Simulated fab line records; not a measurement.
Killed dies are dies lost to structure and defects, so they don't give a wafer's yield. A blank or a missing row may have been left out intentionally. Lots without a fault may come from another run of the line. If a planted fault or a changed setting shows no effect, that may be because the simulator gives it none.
Which tool was responsible? | flow ritCmos | 45 wafers from 15 lots sampled at 5 of the route's 202 steps

## WHAT THE GAUGES READ, wafer by wafer
RIT_FOX2_THK_MEAS_01.
lot  | measured    | on           | FOX2_OXIDE_THK (nm)
L643 | day 2 01:04 | filmMetro-01 | 361 352 352
L644 | day 2 04:56 | filmMetro-01 | 355 354 356
L645 | day 2 09:22 | filmMetro-01 | 334 337 339
L646 | day 2 17:16 | filmMetro-02 | 343 350 346
L647 | day 3 01:39 | filmMetro-01 | 348 349 348
L648 | day 3 08:24 | filmMetro-02 | 351 352 350
L650 | day 3 16:35 | filmMetro-01 | 356 349 352
L651 | day 3 18:16 | filmMetro-01 | 369 359 366
L652 | day 3 21:54 | filmMetro-02 | 338 342 338
L653 | day 4 07:10 | filmMetro-04 | 352 348 353
L654 | day 4 09:49 | filmMetro-04 | 350 352 347
L656 | day 4 17:57 | filmMetro-02 | 345 343 343
L661 | day 5 21:05 | filmMetro-01 | 359 350 351
L662 | day 6 00:53 | filmMetro-02 | 356 354 357
L665 | day 6 15:14 | filmMetro-02 | 350 353 351

RIT_FOX2_THK_MEAS_90.
lot  | measured    | on           | FIELD_OXIDE_LEFT_1_THK (nm)
L643 | day 2 02:05 | filmMetro-02 | 335 325 326
L644 | day 2 05:57 | filmMetro-02 | 328 328 330
L645 | day 2 10:14 | filmMetro-01 | 307 309 313
L646 | day 2 18:16 | filmMetro-02 | 316 324 320
L647 | day 3 02:35 | filmMetro-02 | 321 323 321
L648 | day 3 09:17 | filmMetro-02 | 325 326 324
L650 | day 3 17:27 | filmMetro-02 | 330 323 325
L651 | day 3 19:13 | filmMetro-02 | 342 333 340
L652 | day 3 22:47 | filmMetro-02 | 311 315 312
L653 | day 4 08:02 | filmMetro-02 | 326 323 327
L654 | day 4 10:41 | filmMetro-02 | 324 325 320
L656 | day 4 18:50 | filmMetro-02 | 319 317 317
L661 | day 5 22:07 | filmMetro-02 | 332 324 324
L662 | day 6 01:58 | filmMetro-02 | 329 327 330
L665 | day 6 16:10 | filmMetro-02 | 323 326 324

RIT_NRETRO_TW_MEAS_10.
lot  | measured    | on           | NRETRO_TW
L643 | day 2 12:38 | filmMetro-03 | 1036 1037 1041
L644 | day 2 16:15 | filmMetro-01 | 1056 1056 1058
L645 | day 2 20:54 | filmMetro-04 | 1052 1046 1043
L646 | day 3 10:06 | filmMetro-03 | 1046 1045 1047
L647 | day 3 15:16 | filmMetro-03 | 1047 1042 1043
L648 | day 3 21:43 | filmMetro-04 | 1046 1043 1042
L650 | day 4 03:39 | filmMetro-04 | 1053 1044 1043
L651 | day 4 08:44 | filmMetro-04 | 999 1001 1000
L652 | day 4 09:11 | filmMetro-04 | 1046 1044 1043
L653 | day 4 19:37 | filmMetro-04 | 1001 1000 1001
L654 | day 4 22:22 | filmMetro-01 | 1016 1014 1018
L656 | day 5 06:34 | filmMetro-03 | 1044 1039 1035
L661 | day 6 08:28 | filmMetro-03 | 1046 1047 1047
L662 | day 6 12:13 | filmMetro-04 | 1049 1046 1054
L665 | day 7 02:46 | filmMetro-04 | 1037 1036 1040

## TOOL THAT RAN EACH LOT (tool first, then ch and the chambers of the sampled wafers, then the start)
lot  | RIT_ACTIVE_STRIP_14                | RIT_NRETRO_IMPLANT_08
L643 | plasmaAsher-03 ch 0,1, day 1 20:43 | implanter-02 ch 0, day 2 12:19
L644 | plasmaAsher-02 ch 0,1, day 2 01:25 | implanter-02 ch 0, day 2 15:55
L645 | plasmaAsher-01 ch 0,1, day 2 05:50 | implanter-03 ch 0, day 2 20:14
L646 | plasmaAsher-02 ch 0,1, day 2 10:50 | implanter-03 ch 0, day 3 09:47
L647 | plasmaAsher-03 ch 0,1, day 2 16:17 | implanter-01 ch 0, day 3 14:57
L648 | plasmaAsher-01 ch 0,1, day 2 22:14 | implanter-02 ch 0, day 3 21:25
L650 | plasmaAsher-02 ch 0,1, day 3 09:55 | implanter-01 ch 0, day 4 03:20
L651 | plasmaAsher-01 ch 0,1, day 3 13:57 | implanter-02 ch 0, day 4 08:25
L652 | plasmaAsher-02 ch 0,1, day 3 18:18 | implanter-03 ch 0, day 4 08:54
L653 | plasmaAsher-03 ch 0,1, day 3 22:24 | implanter-02 ch 0, day 4 19:17
L654 | plasmaAsher-02 ch 0,1, day 4 05:16 | implanter-02 ch 0, day 4 22:03
L656 | plasmaAsher-01 ch 0,1, day 4 12:54 | implanter-01 ch 0, day 5 06:17
L661 | plasmaAsher-03 ch 0, day 5 15:29   | implanter-03 ch 0, day 6 08:08
L662 | plasmaAsher-03 ch 0,1, day 5 19:54 | implanter-01 ch 0, day 6 11:53
L665 | plasmaAsher-01 ch 0,1, day 6 09:53 | implanter-03 ch 0, day 7 02:28
- RIT_ACTIVE_STRIP_14: strips in O2, time 180 s.
- RIT_NRETRO_IMPLANT_08

## AS READ BY THE TOOLS THEMSELVES (means over the sampled wafers that have a number; for cases with no such wafer, the mark the record gives instead)
RIT_ACTIVE_STRIP_14.
lot  | tool           | drypumpMotorCurrentA (A)
L643 | plasmaAsher-03 | 5.5
L644 | plasmaAsher-02 | 6.2
L645 | plasmaAsher-01 | 6.1
L646 | plasmaAsher-02 | 6.3
L647 | plasmaAsher-03 | 5.5
L648 | plasmaAsher-01 | 5.8
L650 | plasmaAsher-02 | 6.3
L651 | plasmaAsher-01 | 5.7
L652 | plasmaAsher-02 | 5.9
L653 | plasmaAsher-03 | 5.5
L654 | plasmaAsher-02 | 6.2
L656 | plasmaAsher-01 | 5.8
L661 | plasmaAsher-03 | 5.5
L662 | plasmaAsher-03 | 5.5
L665 | plasmaAsher-01 | 6.1

RIT_NRETRO_IMPLANT_08.
lot  | tool         | doseIonsCm2 | faradayCurrentUA | tiltDeg (degrees)
L643 | implanter-02 | 9.9877e+12  | 31.7             | 7.007
L644 | implanter-02 | 1.0010e+13  | 31.7             | 7.006
L645 | implanter-03 | 1.0000e+13  | 31.6             | 6.998
L646 | implanter-03 | 1.0013e+13  | 30.8             | 7.054
L647 | implanter-01 | 9.9883e+12  | 31.5             | 6.989
L648 | implanter-02 | 1.0008e+13  | 31.7             | 7.001
L650 | implanter-01 | 1.0009e+13  | 32.0             | 7.007
L651 | implanter-02 | 8.7927e+12  | 27.2             | 6.998
L652 | implanter-03 | 1.0012e+13  | 31.6             | 7.004
L653 | implanter-02 | 8.8153e+12  | 27.8             | 7.009
L654 | implanter-02 | 8.8030e+12  | 27.9             | 6.995
L656 | implanter-01 | 1.0011e+13  | 31.9             | 7.002
L661 | implanter-03 | 9.9933e+12  | 31.7             | 7.006
L662 | implanter-01 | 1.0011e+13  | 31.4             | 7.009
L665 | implanter-03 | 1.0018e+13  | 31.1             | 6.990

## THE ANSWER, worked out from the rows above alone
Rule: the usual values come from the lots themselves. The widest of any qualifying gaps counts: lots, ordered by their means at a reading, are off when they make up no more than a third of the lots, leave a main group of 4 or more, and stand apart from it by 3 or more times the standard deviation of that group's means. Not used: any main group whose means are identical at the precision the tables above print for the reading. Also off: a lot with no number at a reading for which 4 or more lots have one. Any other lot the step has rows for is counted as sound. First the gauges in route order, then the tools' own readings, where a lot's mean is used as printed above. At the first step where some lot is off, the reading lying furthest off is the one used; lots without a number count as furthest.
Off: L651, L653, L654, seen at RIT_NRETRO_TW_MEAS_10 (NRETRO_TW). Main group: mean 1045, sd 5.1.
If a tool, at a process step before that reading, ran all the lots that are off and no sound lot after the first of them, it fits. The gauges at RIT_NRETRO_TW_MEAS_10 aren't tried: what is off there is off at RIT_NRETRO_IMPLANT_08 too, on other tools, and a gauge's error can't cause that. One candidate fits, namely implanter-02 at RIT_NRETRO_IMPLANT_08. A fault onset in the window from L648 (day 3 21:25, its last sound lot) to L651 (day 4 08:25, its first lot off) fits.
The tool's own readings at RIT_NRETRO_IMPLANT_08 bear it out: on the lots that are off they differ by more than 5 times the standard deviation of the sound lots' means. doseIonsCm2 reads 8.8037e+12 there against 1.0005e+13 on the sound lots; faradayCurrentUA reads 27.6 there against 31.6 on the sound lots.

## WHAT THE SIMULATOR PUT IN
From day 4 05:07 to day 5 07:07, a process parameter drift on implanter-02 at RIT_NRETRO_IMPLANT_08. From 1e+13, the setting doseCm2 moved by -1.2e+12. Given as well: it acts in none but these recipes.
Shown lots that were struck: L651, L653, L654. The rule above found the same.
